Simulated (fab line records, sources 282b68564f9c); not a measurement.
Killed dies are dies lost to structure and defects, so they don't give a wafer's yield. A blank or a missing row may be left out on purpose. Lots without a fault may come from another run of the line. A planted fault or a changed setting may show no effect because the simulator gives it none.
Which tool did it? | flow rit_cmos | 14 lots, 42 wafers sampled, at 3 steps of a route of 202

WHAT THE GAUGES READ, wafer by wafer
RIT_PSD_OVL_MEAS_06.
lot  | measured    | on         | PSD_OVL (nm)
L666 | day 3 05:01 | overlay-02 | -1.2 -3.2 0.1
L668 | day 3 19:13 | overlay-01 | 3.0 1.4 1.6
L669 | day 3 22:14 | overlay-02 | -2.3 0.9 -1.7
L670 | day 4 05:03 | overlay-02 | 2.6 2.0 2.2
L671 | day 4 08:08 | overlay-01 | -1.0 0.1 -0.5
L672 | day 4 14:02 | overlay-01 | -2.0 -1.0 0.1
L679 | day 5 22:21 | overlay-02 | 1.5 2.4 3.2
L680 | day 6 04:47 | overlay-01 | 2.3 1.3 0.2
L682 | day 6 10:02 | overlay-02 | -0.4 -1.2 0.9
L684 | day 7 01:22 | overlay-01 | 0.0 0.9 2.0
L685 | day 7 05:12 | overlay-01 | 3.2 1.6 2.6
L687 | day 7 16:01 | overlay-01 | 0.7 -0.2 -0.2
L688 | day 7 20:19 | overlay-01 | 2.5 -1.1 -0.2
L689 | day 7 21:07 | overlay-01 | -2.5 1.5 -1.3

RIT_PSD_TW_MEAS_10.
lot  | measured    | on            | PSD_TW
L666 | day 3 05:31 | film_metro-02 | 3399 3421 3397
L668 | day 3 19:44 | film_metro-01 | 3421 3413 3421
L669 | day 3 22:46 | film_metro-01 | 3420 3402 3394
L670 | day 4 05:34 | film_metro-02 | 3403 3424 3422
L671 | day 4 08:38 | film_metro-02 | 3416 3411 3434
L672 | day 4 14:36 | film_metro-03 | 3473 3450 3489
L679 | day 5 22:52 | film_metro-02 | 3417 3416 3437
L680 | day 6 05:18 | film_metro-03 | 3475 3476 3448
L682 | day 6 10:34 | film_metro-03 | 3494 3479 3475
L684 | day 7 01:52 | film_metro-02 | 3400 3432 3395
L685 | day 7 05:43 | film_metro-01 | 3418 3400 3414
L687 | day 7 16:31 | film_metro-03 | 3462 3465 3462
L688 | day 7 20:50 | film_metro-01 | 3420 3420 3416
L689 | day 7 21:47 | film_metro-03 | 3445 3430 3467

WHICH TOOL RAN EACH LOT (tool, then ch and the chambers of the sampled wafers, then the start)
lot  | RIT_NSD_STRIP_09
L666 | plasma_asher-04 ch 0,1, day 3 03:55
L668 | plasma_asher-04 ch 1, day 3 17:59
L669 | plasma_asher-01 ch 0,1, day 3 20:55
L670 | plasma_asher-04 ch 1, day 4 03:48
L671 | plasma_asher-01 ch 0,1, day 4 07:02
L672 | plasma_asher-01 ch 0, day 4 12:38
L679 | plasma_asher-04 ch 0,1, day 5 21:05
L680 | plasma_asher-04 ch 0,1, day 6 03:35
L682 | plasma_asher-03 ch 1, day 6 08:57
L684 | plasma_asher-03 ch 0,1, day 7 00:05
L685 | plasma_asher-01 ch 0,1, day 7 04:05
L687 | plasma_asher-01 ch 0,1, day 7 14:52
L688 | plasma_asher-01 ch 0,1, day 7 19:17
L689 | plasma_asher-01 ch 0,1, day 7 20:02
- RIT_NSD_STRIP_09: strips in O2, time 180 s.

WHAT THE TOOLS THEMSELVES READ (means of the sampled wafers that have a number; where no wafer has one, the mark that the record gives instead)
RIT_NSD_STRIP_09.
lot  | tool            | drypump_motor_current_A (A)
L666 | plasma_asher-04 | 5.84
L668 | plasma_asher-04 | 5.60
L669 | plasma_asher-01 | 5.73
L670 | plasma_asher-04 | 5.58
L671 | plasma_asher-01 | 5.72
L672 | plasma_asher-01 | 5.60
L679 | plasma_asher-04 | 5.80
L680 | plasma_asher-04 | 5.83
L682 | plasma_asher-03 | 6.29
L684 | plasma_asher-03 | 6.19
L685 | plasma_asher-01 | 5.74
L687 | plasma_asher-01 | 5.74
L688 | plasma_asher-01 | 5.91
L689 | plasma_asher-01 | 5.74

THE ANSWER, worked out from the rows above alone
Rule: what is usual is taken from the lots themselves. Put in order of their means at a reading, lots are off if they are a third of the lots or fewer, leave a main group of 4 or more, and stand apart from it by a gap of 3 or more times the standard deviation of the main group's means; of several such gaps the widest counts. A main group whose means are all the same, to the digits that the tables above print for the reading, isn't used. A lot without any number at a reading at which 4 lots or more have one is off too. The other lots that the step has rows for count as sound. The gauges are gone through in route order, then the tools' own readings, and for those a lot's mean is taken as printed above. The first step at which some lot is off is used, and at that step the reading that is off furthest; a lot without a number counts as furthest.
No lot is off at any reading shown: from this, nothing can be told.

WHAT THE SIMULATOR HAD PUT IN
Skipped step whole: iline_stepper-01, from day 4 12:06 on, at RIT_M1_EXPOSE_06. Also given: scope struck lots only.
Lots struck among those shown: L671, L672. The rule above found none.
